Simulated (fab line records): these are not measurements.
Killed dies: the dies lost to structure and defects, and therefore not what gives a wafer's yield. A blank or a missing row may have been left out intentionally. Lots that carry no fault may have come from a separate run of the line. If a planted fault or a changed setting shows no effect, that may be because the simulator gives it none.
Which tool is to blame? ; flow berkeley_cmos170 ; Sampling: 14 lots, 42 wafers, 4 of 331 route steps

## WHAT THE GAUGES READ, wafer by wafer
UCB170_NWELL_THK_MEAS_02. Usual: for NWELL_OXIDE_THK the level is 26.3 nm and the standard deviation is 0.43.
lot;measured;on;NWELL_OXIDE_THK (nm);flag
L309;day 2 05:04;film_metro-02;26.4 26.2 26.0;
L310;day 2 14:18;film_metro-04;26.5 26.7 26.5;
L311;day 2 14:18;film_metro-01;26.0 25.9 25.5;
L312;day 2 18:37;film_metro-04;26.4 26.3 26.1;
L313;day 3 02:32;film_metro-04;26.9 27.0 27.1;
L314;day 3 02:34;film_metro-02;26.7 26.3 26.8;
L315;day 3 11:21;film_metro-01;26.4 26.1 26.2;
L316;day 3 19:42;film_metro-04;26.1 25.9 26.0;
L319;day 4 07:24;film_metro-02;26.4 26.4 26.6;
L329;day 6 12:12;film_metro-04;26.1 25.8 25.9;
L328;day 6 12:13;film_metro-02;26.5 26.7 26.4;
L331;day 6 17:10;film_metro-02;25.9 26.1 25.6;
L330;day 6 17:11;film_metro-01;26.0 26.7 26.5;
L332;day 6 20:19;film_metro-02;26.2 26.0 26.1;

UCB170_PWELL_OVL_MEAS_13. Usual: for PWELL_OVL the level is 0 nm and the standard deviation is 5.2.
lot;measured;on;PWELL_OVL (nm);flag
L309;day 3 10:46;overlay-01;4 0 10;
L310;day 3 16:44;overlay-02;1 6 -9;
L311;day 3 16:28;overlay-02;-3 -4 -5;
L312;day 4 00:07;overlay-01;3 10 0;
L313;day 4 13:40;overlay-02;-6 -3 -3;
L314;day 4 13:08;overlay-01;3 -2 -2;
L315;day 4 18:50;overlay-01;4 -3 -1;
L316;day 5 01:16;overlay-02;-6 -3 3;
L319;day 5 18:28;overlay-02;2 1 8;
L329;day 7 18:39;overlay-01;1 4 8;
L328;day 7 18:40;overlay-02;2 0 1;
L331;day 7 18:56;overlay-02;2 4 3;
L330;day 7 19:30;overlay-01;-4 1 -7;
L332;day 7 23:13;overlay-01;-3 1 -3;

UCB170_PFIELD_TW_MEAS_09. Usual: for PFIELD_TW the level is 604 and the standard deviation is 5.9.
lot;measured;on;PFIELD_TW;flag
L309;day 5 01:14;film_metro-01;602 602 603;
L310;day 5 12:54;film_metro-04;604 611 605;
L311;day 5 06:13;film_metro-02;594 593 597;
L312;day 5 12:42;film_metro-01;604 605 604;
L313;day 6 19:59;film_metro-04;612 610 612;
L314;day 6 20:17;film_metro-04;609 610 611;
L315;day 6 20:32;film_metro-01;606 605 607;
L316;day 6 20:26;film_metro-01;608 608 609;
L319;day 7 08:34;film_metro-01;604 605 600;
L329;day 9 17:05;film_metro-04;603 602 603;
L328;day 9 16:52;film_metro-01;604 598 605;
L331;day 9 16:11;film_metro-04;605 607 610;
L330;day 9 17:23;film_metro-04;609 605 607;
L332;day 9 17:22;film_metro-02;593 599 591;

## TOOL THAT RAN EACH LOT (tool first, then ch and the chambers of the sampled wafers, then the start)
lot;UCB170_PWELL_PEB_11
L309;litho_track-03 ch 0, day 3 10:31
L310;litho_track-03 ch 0, day 3 16:28
L311;litho_track-03 ch 0, day 3 16:11
L312;litho_track-03 ch 0, day 3 23:50
L313;litho_track-03 ch 0, day 4 13:23
L314;litho_track-03 ch 0, day 4 12:55
L315;litho_track-03 ch 0, day 4 18:34
L316;litho_track-03 ch 0, day 5 00:59
L319;litho_track-03 ch 0, day 5 18:11
L329;litho_track-04 ch 0, day 7 18:23
L328;litho_track-02 ch 0, day 7 18:26
L331;litho_track-02 ch 0, day 7 18:40
L330;litho_track-02 ch 0, day 7 19:16
L332;litho_track-04 ch 0, day 7 22:56
- UCB170_PWELL_PEB_11

## WHAT THE TOOLS THEMSELVES READ (means of the sampled wafers that have a number; where no wafer has one, the mark that the record gives instead)
UCB170_PWELL_PEB_11. Usual: heater_power_total_W 56.80 W, standard deviation 0.039; plate_temp_C 130.02 C, standard deviation 0.14.
lot;tool;heater_power_total_W (W);plate_temp_C (C);flag
L309;litho_track-03;56.74;130.19;
L310;litho_track-03;56.78;129.98;
L311;litho_track-03;56.77;130.00;
L312;litho_track-03;56.87;129.85;
L313;litho_track-03;56.81;129.99;
L314;litho_track-03;56.78;130.05;
L315;litho_track-03;56.82;130.03;
L316;litho_track-03;57.68;131.51;OFF
L319;litho_track-03;57.63;131.32;OFF
L329;litho_track-04;56.76;129.88;
L328;litho_track-02;56.81;130.04;
L331;litho_track-02;56.79;130.05;
L330;litho_track-02;56.81;130.11;
L332;litho_track-04;56.83;129.91;

## THE ANSWER, worked out from the rows above alone
Rule: a lot is off if the mean of its wafers that have a number lies more than 3 standard deviations from the usual mean. Also off: a lot with no number at a reading for which 4 or more lots have one. Where the step has rows for the other lots, those lots are counted as sound. The gauges are gone through in route order, then the tools' own readings, and for those a lot's mean is taken as printed above. The first step at which some lot is off is used, and at that step the reading that is off furthest; a lot without a number counts as furthest.
Off, at UCB170_PWELL_PEB_11 on heater_power_total_W: L316, L319.
A tool fits if, at that step or a process step before it, it ran every lot that is off, and no sound lot after the first of them. One fits: litho_track-03 at UCB170_PWELL_PEB_11. Its last sound lot is L315 (day 4 18:34), its first lot that is off L316 (day 5 00:59): a fault that began between those two fits.
The tool's own readings at UCB170_PWELL_PEB_11 bear it out: on the lots that are off they differ by more than 5 times the standard deviation of the sound lots' means. heater_power_total_W reads 57.66 W there against 56.80 W on the sound lots; plate_temp_C reads 131.41 C there against 130.01 C on the sound lots.

## WHAT THE SIMULATOR HAD INSERTED
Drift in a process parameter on litho_track-03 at UCB170_PWELL_PEB_11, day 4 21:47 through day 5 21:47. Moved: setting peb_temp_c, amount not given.
Struck lots among those shown: L316, L319. Same finding as the rule above.
